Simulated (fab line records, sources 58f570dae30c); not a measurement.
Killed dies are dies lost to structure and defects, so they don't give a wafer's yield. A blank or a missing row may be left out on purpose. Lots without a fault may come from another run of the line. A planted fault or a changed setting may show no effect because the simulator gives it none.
Which tool did it? | flow berkeley_cmos170 | 7 lots, 21 wafers sampled, at 2 steps of a route of 331

WHAT THE GAUGES READ, wafer by wafer
UCB170_GATE_CD_MEAS_12: target cd 350 nm.
lot  | measured     | on        | cd_nm (nm)
L422 | day 7 11:21  | cd_sem-02 | 349.9 351.0 350.4
L425 | day 8 01:35  | cd_sem-02 | 347.5 348.0 347.8
L428 | day 8 17:37  | cd_sem-01 | 349.8 349.6 350.1
L426 | day 8 18:10  | cd_sem-02 | 351.2 351.7 350.1
L431 | day 9 13:14  | cd_sem-02 | 348.4 349.9 350.4
L436 | day 11 12:41 | cd_sem-01 | 351.5 351.7 352.4
L442 | day 12 14:39 | cd_sem-02 | 361.0 360.2 361.1

WHICH TOOL RAN EACH LOT (tool, then ch and the chambers of the sampled wafers, then the start)
lot  | UCB170_GATE_SOFTBAKE_08
L422 | litho_track-03 ch 0, day 7 10:00
L425 | litho_track-03 ch 0, day 8 01:00
L428 | litho_track-03 ch 0, day 8 16:00
L426 | litho_track-01 ch 0, day 8 16:00
L431 | litho_track-01 ch 0, day 9 12:00
L436 | litho_track-03 ch 0, day 11 11:00
L442 | litho_track-01 ch 0, day 12 13:00
- UCB170_GATE_SOFTBAKE_08: time 60 s.

THE ANSWER, worked out from the rows above alone
Rule: what is usual is taken from the lots themselves. Put in order of their means at a reading, lots are off if they are a third of the lots or fewer, leave a main group of 4 or more, and stand apart from it by a gap of 3 or more times the standard deviation of the main group's means; of several such gaps the widest counts. A main group whose means are all the same, to the digits that the tables above print for the reading, isn't used. A lot without any number at a reading at which 4 lots or more have one is off too. The other lots that the step has rows for count as sound.
Off: L442, at UCB170_GATE_CD_MEAS_12 (cd_nm). The main group: mean 350.1 nm, standard deviation 1.3.
A tool fits if, at a process step before that reading, it ran every lot that is off, and no sound lot after the first of them. The gauges at UCB170_GATE_CD_MEAS_12 are tried like those tools. Can't be told from this: 2 tools fit, litho_track-01 at UCB170_GATE_SOFTBAKE_08, cd_sem-02 at UCB170_GATE_CD_MEAS_12.

WHAT THE SIMULATOR HAD PUT IN
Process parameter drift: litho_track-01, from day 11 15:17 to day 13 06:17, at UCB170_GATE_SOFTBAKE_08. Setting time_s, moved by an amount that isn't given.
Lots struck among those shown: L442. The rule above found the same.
